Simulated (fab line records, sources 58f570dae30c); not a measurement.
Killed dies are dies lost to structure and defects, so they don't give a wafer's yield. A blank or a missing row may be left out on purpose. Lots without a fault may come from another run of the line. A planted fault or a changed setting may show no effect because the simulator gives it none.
Split-lot experiment | flow berkeley_cmos170 | 5 lots, 23 wafers read, on a route of 331 steps

THE SPLIT
At UCB170_V1_ETCH_14 (etches SiO2 in CHF3/CF4/Ar, stops on Al, target depth 1250 nm, time 291 s), the setting rf_w was moved away from the recipe's 700 W on 12 of the 23 wafers read, by -11.0% to +5.7%. The other wafers ran this setting at the recipe's value.

The reading is taken at the split's own step.

THE READING
KrF_of_V1_COAT_07.thk_nm (the simulator's own value, which no gauge read), in nm, at UCB170_V1_ETCH_14 (etches SiO2 in CHF3/CF4/Ar, stops on Al, target depth 1250 nm, time 291 s). The file gives no usual value for it. The 11 wafers here that ran the recipe average 611.9 nm, standard deviation 3.1 nm.

wafer  | tool, chamber at the split | rf_w as run, W | against the recipe | KrF_of_V1_COAT_07.thk_nm, nm | against lot-mates on the recipe
L077.1 | rie_diel-04, 1             | 700            | recipe             | 613.8                        | -
L077.3 | rie_diel-04, 2             | 647.7          | -7.5%              | 622                          | +11.8
L077.4 | rie_diel-04, 0             | 647.7          | -7.5%              | 616.7                        | +6.5
L077.5 | rie_diel-04, 3             | 647.7          | -7.5%              | 619.4                        | +9.1
L077.6 | rie_diel-04, 0             | 700            | recipe             | 606.7                        | -
L079.1 | rie_diel-03, 1             | 740.1          | +5.7%              | 601.9                        | -7.9
L079.3 | rie_diel-03, 0             | 740.1          | +5.7%              | 603.4                        | -6.4
L079.4 | rie_diel-03, 0             | 740.1          | +5.7%              | 605.2                        | -4.6
L079.5 | rie_diel-03, 1             | 700            | recipe             | 611.4                        | -
L079.6 | rie_diel-03, 2             | 700            | recipe             | 608.3                        | -
L080.1 | rie_diel-02, 0             | 700            | recipe             | 612.1                        | -
L080.3 | rie_diel-02, 3             | 700            | recipe             | 610.2                        | -
L080.6 | rie_diel-02, 2             | 700            | recipe             | 611.3                        | -
L084.1 | rie_diel-02, 1             | 677.5          | -3.2%              | 623.2                        | +7.5
L084.2 | rie_diel-02, 3             | 700            | recipe             | 613.6                        | -
L084.3 | rie_diel-02, 0             | 677.5          | -3.2%              | 621.8                        | +6.1
L084.5 | rie_diel-02, 0             | 700            | recipe             | 617.8                        | -
L084.6 | rie_diel-02, 1             | 677.5          | -3.2%              | 622.6                        | +6.9
L085.1 | rie_diel-04, 3             | 622.9          | -11.0%             | 624.4                        | +11.8
L085.2 | rie_diel-04, 2             | 700            | recipe             | 616                          | -
L085.4 | rie_diel-04, 1             | 622.9          | -11.0%             | 625.5                        | +12.9
L085.5 | rie_diel-04, 1             | 700            | recipe             | 609.2                        | -
L085.6 | rie_diel-04, 2             | 622.9          | -11.0%             | 631.5                        | +18.9

THE FIT
A straight line over all 23 wafers: KrF_of_V1_COAT_07.thk_nm changes by -1.36 nm for each +1% of rf_w; r = -0.88; the points scatter about the line by 3.8 nm.
The same after taking each lot's own level away (the mean of its wafers on the recipe; 23 wafers): -1.26 nm for each +1%; r = -0.93; scatter 2.5 nm.
On that fit, the largest move of rf_w shifts the reading by 14 nm.
The lots' own levels span 609.85 to 615.70 nm, that is 1.9 times the standard deviation above.
So the lot-to-lot level changes the slope little: the two slopes agree.
Check: with one of the wafers moved furthest among these (-11.0%) left out of the fit, the line predicts +15 nm for it against its lot-mates. It came out at +11.8 nm against them.

OTHER SPLITS ON THESE WAFERS
These wafers also went through other splits before the reading. Each is held against what the fit with the lots' levels taken away leaves over:
other split on the same wafers    | wafers away from the commonest value | r with KrF_of_V1_COAT_07.thk_nm (lot level and that fit taken away)
UCB170_BACKSIDE_COAT_01 spin_rpm  | 8                                    | +0.24
UCB170_SILICIDE_SPUTTER_01 time_s | 10                                   | -0.02

THE WHOLE CHAIN: every reading that the file lists as answering this split, in the file's order
step               | what it does                                                              | reading                                                                   | change (the file's fit)              | r (the file's)
UCB170_V1_ETCH_14  | etches SiO2 in CHF3/CF4/Ar, stops on Al, target depth 1250 nm, time 291 s | KrF_of_V1_COAT_07.thk_nm (the simulator's own value, which no gauge read) | -1.31 nm for each +1% of the setting | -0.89
UCB170_V1_STRIP_15 | strips in O2                                                              | strip_time_to_endpoint_s                                                  | withheld for each +1% of the setting | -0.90

THE FILE'S OWN FIT
KrF_of_V1_COAT_07.thk_nm changes by -1.31 nm for each +1% of rf_w, r = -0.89.
